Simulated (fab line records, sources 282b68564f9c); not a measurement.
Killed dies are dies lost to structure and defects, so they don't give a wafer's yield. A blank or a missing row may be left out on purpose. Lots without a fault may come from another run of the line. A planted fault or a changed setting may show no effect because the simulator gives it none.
Which tool did it? | flow rit_cmos | 12 lots, 36 wafers sampled, at 2 steps of a route of 202

WHAT THE GAUGES READ, wafer by wafer
RIT_ACTIVE_THK_MEAS_04.
lot  | measured    | on            | ACTIVE_NITRIDE_THK (nm)
L553 | day 1 14:51 | film_metro-02 | 152.2 153.3 151.1
L554 | day 1 20:28 | film_metro-03 | 148.5 148.0 147.3
L555 | day 2 00:49 | film_metro-04 | 149.3 148.6 148.8
L556 | day 2 05:19 | film_metro-02 | 149.3 149.7 149.6
L557 | day 2 09:47 | film_metro-04 | 150.3 149.4 150.5
L559 | day 2 22:19 | film_metro-03 | 186.8 188.1 187.3
L562 | day 3 12:40 | film_metro-04 | 148.8 149.3 149.2
L563 | day 3 17:03 | film_metro-03 | 149.6 151.0 150.8
L569 | day 4 22:59 | film_metro-04 | 150.4 151.2 150.9
L573 | day 5 17:52 | film_metro-03 | 150.7 149.7 150.5
L575 | day 6 04:23 | film_metro-04 | 149.6 150.8 151.0
L576 | day 6 09:23 | film_metro-03 | 147.3 148.7 148.6

WHICH TOOL RAN EACH LOT (tool, then ch and the chambers of the sampled wafers, then the start)
lot  | RIT_ACTIVE_CVD_03
L553 | lpcvd-01 ch 1, day 1 13:24
L554 | lpcvd-01 ch 0, day 1 19:02
L555 | lpcvd-02 ch 1, day 1 23:24
L556 | lpcvd-02 ch 1, day 2 03:53
L557 | lpcvd-01 ch 1, day 2 08:22
L559 | lpcvd-02 ch 1, day 2 20:11
L562 | lpcvd-01 ch 1, day 3 11:14
L563 | lpcvd-01 ch 1, day 3 15:38
L569 | lpcvd-01 ch 1, day 4 21:34
L573 | lpcvd-01 ch 1, day 5 16:26
L575 | lpcvd-01 ch 1, day 6 02:58
L576 | lpcvd-01 ch 1, day 6 07:58
- RIT_ACTIVE_CVD_03: deposits Si3N4 from SiH2Cl2/NH3, target thk 150 nm, time 1500 s.

WHAT THE TOOLS THEMSELVES READ (means of the sampled wafers that have a number; where no wafer has one, the mark that the record gives instead)
RIT_ACTIVE_CVD_03.
lot  | tool     | spike_tc_centre_C (C) | spike_tc_load_C (C) | spike_tc_source_C (C) | susceptor_temp_C (C)
L553 | lpcvd-01 | 810.8                 | 835.4               | 834.6                 | 810.04
L554 | lpcvd-01 | 809.8                 | 835.9               | 834.4                 | 809.57
L555 | lpcvd-02 | 810.6                 | 836.8               | 835.3                 | 810.00
L556 | lpcvd-02 | 811.5                 | 837.1               | 834.4                 | 810.02
L557 | lpcvd-01 | 810.6                 | 836.7               | 833.5                 | 810.19
L559 | lpcvd-02 | 823.0                 | 847.9               | 847.7                 | 809.48
L562 | lpcvd-01 | 813.2                 | 836.6               | 834.6                 | 810.01
L563 | lpcvd-01 | 812.0                 | 836.5               | 834.3                 | 809.76
L569 | lpcvd-01 | 811.2                 | 836.8               | 833.6                 | 810.09
L573 | lpcvd-01 | 812.4                 | 836.4               | 834.8                 | 809.73
L575 | lpcvd-01 | 810.3                 | 836.0               | 833.4                 | 810.06
L576 | lpcvd-01 | 810.8                 | 837.2               | 834.0                 | 809.88

THE ANSWER, worked out from the rows above alone
Rule: what is usual is taken from the lots themselves. Put in order of their means at a reading, lots are off if they are a third of the lots or fewer, leave a main group of 4 or more, and stand apart from it by a gap of 3 or more times the standard deviation of the main group's means; of several such gaps the widest counts. A main group whose means are all the same, to the digits that the tables above print for the reading, isn't used. A lot without any number at a reading at which 4 lots or more have one is off too. The other lots that the step has rows for count as sound. The gauges are gone through in route order, then the tools' own readings, and for those a lot's mean is taken as printed above. The first step at which some lot is off is used, and at that step the reading that is off furthest; a lot without a number counts as furthest.
Off: L559, at RIT_ACTIVE_THK_MEAS_04 (ACTIVE_NITRIDE_THK). The main group: mean 149.8 nm, standard deviation 1.2.
A tool fits if, at a process step before that reading, it ran every lot that is off, and no sound lot after the first of them. The gauges at RIT_ACTIVE_THK_MEAS_04 aren't tried: what is off there is off at RIT_ACTIVE_CVD_03 too, on other tools, and a gauge's error can't cause that. One fits: lpcvd-02 at RIT_ACTIVE_CVD_03. Its last sound lot is L556 (day 2 03:53), its first lot that is off L559 (day 2 20:11): a fault that began between those two fits.
The tool's own readings at RIT_ACTIVE_CVD_03 bear it out: on the lots that are off they differ by more than 5 times the standard deviation of the sound lots' means. spike_tc_centre_C reads 823.0 C there against 811.2 C on the sound lots; spike_tc_load_C reads 847.9 C there against 836.5 C on the sound lots; spike_tc_source_C reads 847.7 C there against 834.3 C on the sound lots.

WHAT THE SIMULATOR HAD PUT IN
Process parameter drift: lpcvd-02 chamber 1, from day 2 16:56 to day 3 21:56, at RIT_ACTIVE_CVD_03. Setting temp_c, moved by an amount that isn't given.
Lots struck among those shown: L559. The rule above found the same.
